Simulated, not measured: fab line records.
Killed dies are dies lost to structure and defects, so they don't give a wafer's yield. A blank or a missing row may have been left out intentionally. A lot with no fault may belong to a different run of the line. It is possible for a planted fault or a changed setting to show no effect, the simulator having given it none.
fab line records    flow berkeley-cmos170
[record] lots = 14  wafers = 42  last-day = 11
route steps=331 shown PFIELD@88 GATE@142 NSD@194
lots with no fault: from the same line, run without faults
start-h: hours from the record's opening day to when the first of the lot's shown wafers began    wait-h: hours elapsed since this lot's preceding step    " the same as in the row above    L1.1+2: a single row standing in for several wafers    - either no value or no given start    * or withheld: withheld    < > ~ a bound
route shown NAME@n: names a module that has steps shown in the file, with the first one's number in the route    usual: average and standard deviation across the fault-free wafers    same: alike in all rows    chamber/n: place in a boat    sites: the reading at each site    _std_site: standard deviation across them    _edge_site: outer sites' mean less inner sites'    radius-mm: for every site, how far away it sits from the centre of the wafer    mask NAME#n: copy n    behind: the tool/chamber that last shaped the wafer    hold: cause of the lot's hold/its duration in hours/its outcome    device: which transistor (n, p or np) failed to switch    end of line: the same wafers' tests at the end of the route    where a step has no rows: the recipe by itself    killed: count of dies lost to structure and defects at first sort (not the wafer's yield)    map: a wafer's dies, x killed, . not, _ none there
set.NAME: the run value of the setting; set.NAME@STEP: its run value at that earlier step    model.NAME: the simulator's own value behind a step, which no gauge read
a sample of lots followed through the steps of the route, with each step as a table and each wafer as a row
services: a tool's chamber out of use, with start hour (start-h, from the record's first day; less than 0 if before it), hours out, and reason
[[steps]]
[step UCB170_PFIELD_TW_MEAS_09]
[usual] PFIELD_TW = 599/8.2
lot.wafer  tool           chamber  start-h  wait-h  PFIELD_TW
L412.1     film-metro-03  -        86.47    0.1     591
L412.3     "              -        "        "       591
L412.4     "              -        "        "       595
L413.1     film-metro-02  -        86.74    0.1     594
L413.3     "              -        "        "       594
L413.5     "              -        "        "       595
L411.1     film-metro-01  -        86.86    0.1     612
L411.3     "              -        "        "       608
L411.4     "              -        "        "       607
L414.2     film-metro-03  -        105.19   0.1     586
L414.4     "              -        "        "       590
L414.5     "              -        "        "       586
L415.1     film-metro-03  -        115.79   0.1     591
L415.3     "              -        "        "       589
L415.6     "              -        "        "       589
L417.3     film-metro-03  -        117.90   0.1     591
L417.4     "              -        "        "       592
L417.5     "              -        "        "       587
L419.2     film-metro-01  -        127.22   0.1     605
L419.3     "              -        "        "       603
L419.5     "              -        "        "       606
L420.1     film-metro-02  -        136.10   0.1     596
L420.5     "              -        "        "       597
L420.6     "              -        "        "       595
L423.2     film-metro-03  -        142.37   0.1     590
L423.3     "              -        "        "       589
L423.6     "              -        "        "       590
L421.1     film-metro-03  -        143.56   0.1     587
L421.2     "              -        "        "       587
L421.3     "              -        "        "       584
L424.2     film-metro-01  -        143.68   0.1     606
L424.3     "              -        "        "       606
L424.6     "              -        "        "       605
L427.1     film-metro-02  -        167.45   0.1     594
L427.3     "              -        "        "       601
L427.6     "              -        "        "       596
L429.2     film-metro-01  -        167.81   0.1     611
L429.3     "              -        "        "       609
L429.6     "              -        "        "       611
L430.1     film-metro-02  -        179.81   0.1     600
L430.5     "              -        "        "       602
L430.6     "              -        "        "       596
[step UCB170_GATE_STRIP_16]
[recipe] chemistry = O2  power-w = 400  pressure-mtorr = 3500  platen-temp-c = withheld  o2-flow-sccm = 400  overash-fraction = 0.5
[usual] drypump-motor-current-A = 5.6/0.43  oes-product-au = 0.725/0.0048
lot.wafer  tool             chamber  start-h  wait-h  drypump-motor-current-A  oes-product-au  rf-hours-counter-h
L411.1     plasma-asher-04  0        136.69   0.0     5.1                      0.721           31
L411.3     "                1        "        "       5.5                      0.727           -
L411.4     "                0        "        "       5.0                      0.723           -
L412.1     plasma-asher-03  0        136.97   0.0     6.1                      0.720           2
L412.3     "                0        "        "       6.1                      0.718           -
L412.4     "                1        "        "       6.0                      0.725           -
L413.1     plasma-asher-02  1        137.09   0.0     5.8                      0.723           39
L413.3     "                1        "        "       5.9                      0.729           -
L413.5     "                0        "        "       5.0                      0.727           -
L414.2     plasma-asher-03  0        147.96   0.0     6.1                      0.728           3
L414.4     "                0        "        "       6.1                      0.719           -
L414.5     "                1        "        "       6.1                      0.724           -
L415.1     plasma-asher-02  0        161.64   0.0     5.0                      0.722           41
L415.3     "                0        "        "       5.0                      0.726           -
L415.6     "                1        "        "       5.8                      0.733           -
L417.3     plasma-asher-03  1        162.43   0.1     6.0                      0.716           -
L417.4     "                0        "        "       6.1                      0.729           -
L417.5     "                0        "        "       6.1                      0.723           -
L419.2     plasma-asher-02  1        169.97   0.0     5.8                      0.725           42
L419.3     "                1        "        "       5.9                      0.723           -
L419.5     "                1        "        "       5.8                      0.725           -
L424.2     plasma-asher-04  1        182.77   0.0     5.5                      0.722           36
L424.3     "                1        "        "       5.5                      0.721           -
L424.6     "                1        "        "       5.5                      0.723           -
L423.2     plasma-asher-03  1        182.89   0.0     6.0                      0.722           7
L423.3     "                1        "        "       6.0                      0.726           -
L423.6     "                1        "        "       6.0                      0.728           -
L421.1     plasma-asher-02  1        183.13   0.0     5.9                      0.727           43
L421.2     "                0        "        "       5.0                      0.718           43
L421.3     "                0        "        "       5.0                      0.714           -
L420.1     plasma-asher-03  0        183.37   0.0     6.1                      0.725           7
L420.5     "                1        "        "       6.0                      0.723           -
L420.6     "                0        "        "       6.1                      0.729           -
L427.1     plasma-asher-03  0        206.59   0.0     6.1                      0.723           10
L427.3     "                0        "        "       6.1                      0.726           -
L427.6     "                0        "        "       6.1                      0.721           -
L429.2     plasma-asher-02  1        206.72   0.0     5.9                      0.727           47
L429.3     "                0        "        "       5.0                      0.720           -
L429.6     "                0        "        "       5.0                      0.724           -
L430.1     plasma-asher-03  0        221.72   0.0     6.1                      0.731           12
L430.5     "                0        "        "       6.1                      0.717           -
L430.6     "                1        "        "       6.0                      0.723           -
[step UCB170_NSD_OVL_MEAS_07]
[usual] NSD_OVL = -3/4.8
lot.wafer  tool        chamber  start-h  wait-h  NSD_OVL[nm]
L411.1     overlay-01  -        151.08   0.1     6
L411.3     "           -        "        "       0
L411.4     "           -        "        "       -3
L413.1     overlay-02  -        153.16   0.1     -1
L413.3     "           -        "        "       -1
L413.5     "           -        "        "       -5
L412.1     overlay-01  -        153.44   0.1     -1
L412.3     "           -        "        "       0
L412.4     "           -        "        "       -3
L414.2     overlay-02  -        159.35   0.1     -2
L414.4     "           -        "        "       0
L414.5     "           -        "        "       -7
L417.3     overlay-01  -        174.27   0.1     -9
L417.4     "           -        "        "       1
L417.5     "           -        "        "       -11
L415.1     overlay-02  -        174.70   0.1     -6
L415.3     "           -        "        "       -3
L415.6     "           -        "        "       -6
L419.2     overlay-01  -        183.37   0.1     -4
L419.3     "           -        "        "       0
L419.5     "           -        "        "       -12
L424.2     overlay-01  -        194.77   0.1     -1
L424.3     "           -        "        "       -2
L424.6     "           -        "        "       -7
L421.1     overlay-02  -        195.04   0.1     -5
L421.2     "           -        "        "       6
L421.3     "           -        "        "       -3
L423.2     overlay-02  -        195.32   0.1     1
L423.3     "           -        "        "       -9
L423.6     "           -        "        "       -5
L420.1     overlay-01  -        195.59   0.1     -1
L420.5     "           -        "        "       -2
L420.6     "           -        "        "       8
L429.2     overlay-02  -        224.17   0.1     3
L429.3     "           -        "        "       -6
L429.6     "           -        "        "       -4
L427.1     overlay-01  -        224.43   0.1     -9
L427.3     "           -        "        "       -6
L427.6     "           -        "        "       7
L430.1     overlay-01  -        234.53   0.1     12
L430.5     "           -        "        "       -2
L430.6     "           -        "        "       -2
[step UCB170_NSD_IMPLANT_08]
[recipe] species = P  dose-cm2 = 3e+15  energy-kev = 40  tilt-deg = 7
[usual] dose-ions-cm2 = 2.9998e+15/2.9e+12  end-station-pressure-torr = 1.25e-05/6.8e-07  faraday-current-uA = 9279/180
lot.wafer  tool          chamber  start-h  wait-h  dose-ions-cm2  end-station-pressure-torr  faraday-current-uA
L411.1     implanter-04  0        151.12   0.0     3.0016e+15     1.39e-05                   9346
L411.3     "             0        "        "       3.0005e+15     1.27e-05                   9287
L411.4     "             0        "        "       2.9992e+15     1.35e-05                   9609
L413.1     implanter-04  0        153.19   0.0     2.9973e+15     1.33e-05                   9827
L413.3     "             0        "        "       3.0001e+15     1.16e-05                   9247
L413.5     "             0        "        "       2.9989e+15     1.2e-05                    9406
L412.1     implanter-02  0        153.47   0.0     3.0045e+15     1.27e-05                   9483
L412.3     "             0        "        "       3.0045e+15     1.2e-05                    9507
L412.4     "             0        "        "       3.0018e+15     1.15e-05                   9097
L414.2     implanter-04  0        159.40   0.0     3.0024e+15     1.3e-05                    9223
L414.4     "             0        "        "       3.0018e+15     1.27e-05                   9316
L414.5     "             0        "        "       2.9964e+15     1.31e-05                   9361
L417.3     implanter-01  0        174.35   0.1     2.9962e+15     1.26e-05                   9008
L417.4     "             0        "        "       3.0015e+15     1.17e-05                   9088
L417.5     "             0        "        "       2.9991e+15     1.38e-05                   9213
L415.1     implanter-01  0        174.74   0.0     2.996e+15      1.25e-05                   9252
L415.3     "             0        "        "       2.9999e+15     1.21e-05                   8983
L415.6     "             0        "        "       2.9968e+15     1.25e-05                   9136
L419.2     implanter-01  0        183.43   0.0     2.9946e+15     1.27e-05                   9297
L419.3     "             0        "        "       2.9999e+15     1.24e-05                   9169
L419.5     "             0        "        "       3.0027e+15     1.36e-05                   9257
L424.2     implanter-01  0        194.82   0.0     1.7784e+15     9.5e-06                    5632
L424.3     "             0        "        "       1.7779e+15     9.5e-06                    5751
L424.6     "             0        "        "       1.7766e+15     9e-06                      5459
L421.1     implanter-02  0        195.07   0.0     3.0067e+15     1.3e-05                    9359
L421.2     "             0        "        "       2.9975e+15     1.25e-05                   9350
L421.3     "             0        "        "       2.9993e+15     1.28e-05                   9527
L423.2     implanter-04  0        195.37   0.0     2.9957e+15     1.24e-05                   9037
L423.3     "             0        "        "       3.0008e+15     1.36e-05                   9365
L423.6     "             0        "        "       2.9989e+15     1.3e-05                    9456
L420.1     implanter-01  0        195.62   0.0     1.7727e+15     9.7e-06                    5512
L420.5     "             0        "        "       1.7738e+15     9.6e-06                    5669
L420.6     "             0        "        "       1.7724e+15     8.6e-06                    5441
L429.2     implanter-04  0        224.23   0.0     3.0014e+15     1.17e-05                   9165
L429.3     "             0        "        "       3.0013e+15     1.3e-05                    9540
L429.6     "             0        "        "       2.9999e+15     1.37e-05                   9169
L427.1     implanter-04  0        224.47   0.0     3.0028e+15     1.27e-05                   9177
L427.3     "             0        "        "       3.0022e+15     1.27e-05                   9105
L427.6     "             0        "        "       2.9988e+15     1.3e-05                    9505
L430.1     implanter-04  0        234.56   0.0     2.9994e+15     1.35e-05                   8969
L430.5     "             0        "        "       3.002e+15      1.25e-05                   9564
L430.6     "             0        "        "       2.9949e+15     1.29e-05                   8965
[step UCB170_NSD_STRIP_09]
[recipe] chemistry = O2  power-w = 400  pressure-mtorr = 3500  platen-temp-c = withheld  o2-flow-sccm = 400  overash-fraction = 0.5
[usual] drypump-motor-current-A = 5.5/0.42  oes-product-au = 0.534/0.0045  strip-time-to-endpoint-s = 35.87/0.082
lot.wafer  tool             chamber  start-h  wait-h  drypump-motor-current-A  oes-product-au  rf-hours-counter-h  strip-time-to-endpoint-s
L411.1     plasma-asher-02  0        151.27   0.1     5.0                      0.535           40                  35.88
L411.3     "                1        "        "       5.8                      0.536           -                   35.94
L411.4     "                0        "        "       5.0                      0.529           -                   35.91
L413.1     plasma-asher-03  0        153.34   0.1     6.1                      0.530           3                   35.88
L413.3     "                1        "        "       6.0                      0.539           -                   35.88
L413.5     "                0        "        "       6.1                      0.541           -                   35.85
L412.1     plasma-asher-04  1        153.62   0.1     5.5                      0.530           33                  35.99
L412.3     "                0        "        "       5.0                      0.530           -                   35.95
L412.4     "                1        "        "       5.5                      0.537           -                   36.01
L414.2     plasma-asher-02  1        159.53   0.1     5.9                      0.534           41                  35.86
L414.4     "                1        "        "       5.9                      0.534           -                   35.83
L414.5     "                0        "        "       5.0                      0.539           -                   35.84
L417.3     plasma-asher-04  1        174.48   0.1     5.5                      0.534           -                   35.93
L417.4     "                0        "        "       5.0                      0.545           -                   35.96
L417.5     "                1        "        "       5.5                      0.535           -                   35.95
L415.1     plasma-asher-04  1        174.89   0.1     5.5                      0.524           35                  35.90
L415.3     "                1        "        "       5.5                      0.534           -                   36.01
L415.6     "                0        "        "       5.1                      0.530           -                   35.94
L419.2     plasma-asher-02  0        183.55   0.1     5.0                      0.531           44                  36.05
L419.3     "                1        "        "       5.8                      0.542           -                   35.95
L419.5     "                0        "        "       5.0                      0.538           -                   36.06
L424.2     plasma-asher-03  0        194.95   0.1     6.1                      0.578           8                   30.99
L424.3     "                1        "        "       6.0                      0.569           -                   31.02
L424.6     "                0        "        "       6.1                      0.578           -                   31.06
L421.1     plasma-asher-04  0        195.22   0.1     5.0                      0.534           38                  35.94
L421.2     "                1        "        "       5.5                      0.532           38                  35.90
L421.3     "                0        "        "       5.1                      0.537           -                   35.91
L423.2     plasma-asher-02  1        195.50   0.1     5.9                      0.531           45                  35.74
L423.3     "                1        "        "       5.8                      0.535           -                   35.78
L423.6     "                0        "        "       5.0                      0.537           -                   35.71
L420.1     plasma-asher-04  0        195.77   0.1     5.1                      0.587           38                  31.04
L420.5     "                1        "        "       5.5                      0.583           -                   31.07
L420.6     "                0        "        "       4.9                      0.580           -                   31.03
L429.2     plasma-asher-02  0        224.35   0.1     5.0                      0.541           49                  35.93
L429.3     "                0        "        "       5.0                      0.538           -                   35.90
L429.6     "                1        "        "       5.9                      0.528           -                   35.92
L427.1     plasma-asher-02  1        224.62   0.1     5.8                      0.532           49                  35.86
L427.3     "                0        "        "       5.0                      0.532           -                   35.90
L427.6     "                1        "        "       5.8                      0.531           -                   35.92
L430.1     plasma-asher-04  0        234.71   0.1     5.0                      0.538           43                  35.95
L430.5     "                0        "        "       5.0                      0.534           -                   35.85
L430.6     "                1        "        "       5.5                      0.531           -                   35.86
[step UCB170_NSD_TW_MEAS_10]
[usual] NSD_TW = 4196/35
lot.wafer  tool           chamber  start-h  wait-h  NSD_TW
L411.1     film-metro-01  -        151.37   0.1     4235
L411.3     "              -        "        "       4266
L411.4     "              -        "        "       4256
L413.1     film-metro-01  -        153.44   0.1     4229
L413.3     "              -        "        "       4244
L413.5     "              -        "        "       4233
L412.1     film-metro-04  -        153.72   0.1     4176
L412.3     "              -        "        "       4166
L412.4     "              -        "        "       4171
L414.2     film-metro-02  -        159.64   0.1     4168
L414.4     "              -        "        "       4156
L414.5     "              -        "        "       4159
L417.3     film-metro-04  -        174.57   0.1     4147
L417.4     "              -        "        "       4166
L417.5     "              -        "        "       4155
L415.1     film-metro-01  -        174.99   0.1     4253
L415.3     "              -        "        "       4250
L415.6     "              -        "        "       4276
L419.2     film-metro-02  -        183.66   0.1     4179
L419.3     "              -        "        "       4184
L419.5     "              -        "        "       4174
L424.2     film-metro-01  -        195.06   0.1     3960
L424.3     "              -        "        "       3944
L424.6     "              -        "        "       3970
L421.1     film-metro-02  -        195.32   0.1     4155
L421.2     "              -        "        "       4140
L421.3     "              -        "        "       4149
L423.2     film-metro-01  -        195.61   0.1     4209
L423.3     "              -        "        "       4217
L423.6     "              -        "        "       4221
L420.1     film-metro-04  -        195.87   0.1     3914
L420.5     "              -        "        "       3915
L420.6     "              -        "        "       3933
L429.2     film-metro-01  -        224.46   0.1     4200
L429.3     "              -        "        "       4223
L429.6     "              -        "        "       4203
L427.1     film-metro-01  -        224.72   0.1     4197
L427.3     "              -        "        "       4220
L427.6     "              -        "        "       4244
L430.1     film-metro-01  -        234.81   0.1     4212
L430.5     "              -        "        "       4211
L430.6     "              -        "        "       4205
[step UCB170_SDANNEAL_RS_MEAS_03]
[recipe] thk-meas-gauge = four-point-probe
[usual] NSD_RS = 37.28/0.093
lot.wafer  tool           chamber  start-h  wait-h  NSD_RS[ohm/sq]
L411.1     film-metro-04  -        152.59   0.1     37.17
L411.3     "              -        "        "       37.18
L411.4     "              -        "        "       37.24
L413.1     film-metro-01  -        154.69   0.1     37.28
L413.3     "              -        "        "       37.31
L413.5     "              -        "        "       37.26
L412.1     film-metro-04  -        154.96   0.1     37.14
L412.3     "              -        "        "       37.00
L412.4     "              -        "        "       37.15
L414.2     film-metro-02  -        160.87   0.1     37.36
L414.4     "              -        "        "       37.44
L414.5     "              -        "        "       37.34
L417.3     film-metro-04  -        176.16   0.1     37.37
L417.4     "              -        "        "       37.35
L417.5     "              -        "        "       37.23
L415.1     film-metro-02  -        176.48   0.1     37.35
L415.3     "              -        "        "       37.28
L415.6     "              -        "        "       37.29
L419.2     film-metro-02  -        185.35   0.1     37.22
L419.3     "              -        "        "       37.39
L419.5     "              -        "        "       37.21
L424.2     film-metro-01  -        196.39   0.1     51.05
L424.3     "              -        "        "       50.98
L424.6     "              -        "        "       51.04
L421.1     film-metro-04  -        196.85   0.1     37.37
L421.2     "              -        "        "       37.31
L421.3     "              -        "        "       37.33
L423.2     film-metro-01  -        197.47   0.1     37.36
L423.3     "              -        "        "       37.29
L423.6     "              -        "        "       37.27
L420.1     film-metro-02  -        197.79   0.1     51.21
L420.5     "              -        "        "       50.88
L420.6     "              -        "        "       51.16
L429.2     film-metro-01  -        225.88   0.1     37.02
L429.3     "              -        "        "       37.19
L429.6     "              -        "        "       37.13
L427.1     film-metro-02  -        226.26   0.1     37.21
L427.3     "              -        "        "       37.30
L427.6     "              -        "        "       37.33
L430.1     film-metro-01  -        236.22   0.1     37.12
L430.5     "              -        "        "       37.24
L430.6     "              -        "        "       37.18
[[services]]
tool             chamber  start-h  hours  kind
plasma-asher-03  0        117.75   -      clean
plasma-asher-03  1        117.75   -      clean
plasma-asher-04  -        133.67   2.8    pm
implanter-01     -        136.20   6.8    pm
plasma-asher-03  -        145.40   1.4    repair
implanter-04     -        174.34   2.6    pm
implanter-02     -        177.48   1.1    repair
implanter-01     -        183.95   2.6    repair
[[key]]
[first-sign] step = UCB170_NSD_IMPLANT_08  reading = dose-ions-cm2  direction = down  sigmas = 99+  usual = 2.9998e+15  struck = 1.7753e+15
[effect] step = UCB170_NSD_IMPLANT_08  reading = faraday-current-uA  direction = down  sigmas = 21  usual = 9279  struck = 5577
[effect] step = UCB170_NSD_STRIP_09  reading = strip-time-to-endpoint-s  direction = down  sigmas = 59  usual = *  struck = *
[effect] step = UCB170_NSD_TW_MEAS_10  reading = NSD_TW  direction = down  sigmas = 7.3  usual = 4196  struck = 3939
[effect] step = UCB170_SDANNEAL_RS_MEAS_03  reading = NSD_RS  direction = up  sigmas = 99+  usual = 37.28  struck = 51.05
met-at UCB170_NSD_IMPLANT_08
struck-lots L420,L424
tester-left-out L420,L424
not-acting-at UCB170_PFIELD_TW_MEAS_09,UCB170_GATE_STRIP_16,UCB170_NSD_OVL_MEAS_07
onset-between 183.43 194.82
[fault] kind = process-parameter-drift  tool = implanter-01  chamber = -  onset-h = 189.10  steps = UCB170_NSD_IMPLANT_08  channel = dose-cm2  offset = -1.2255e+15  shape = step  end-h = 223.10  acts-in = these-recipes-only  stated = 3e+15
// tester-left-out: of these lots the tester's yield and bins aren't shown, on N5 and GAA mostly nor the transistor test; their killed dies are dies lost to structure and defects alone, not to doping, threshold or leakage, so they don't give the yield
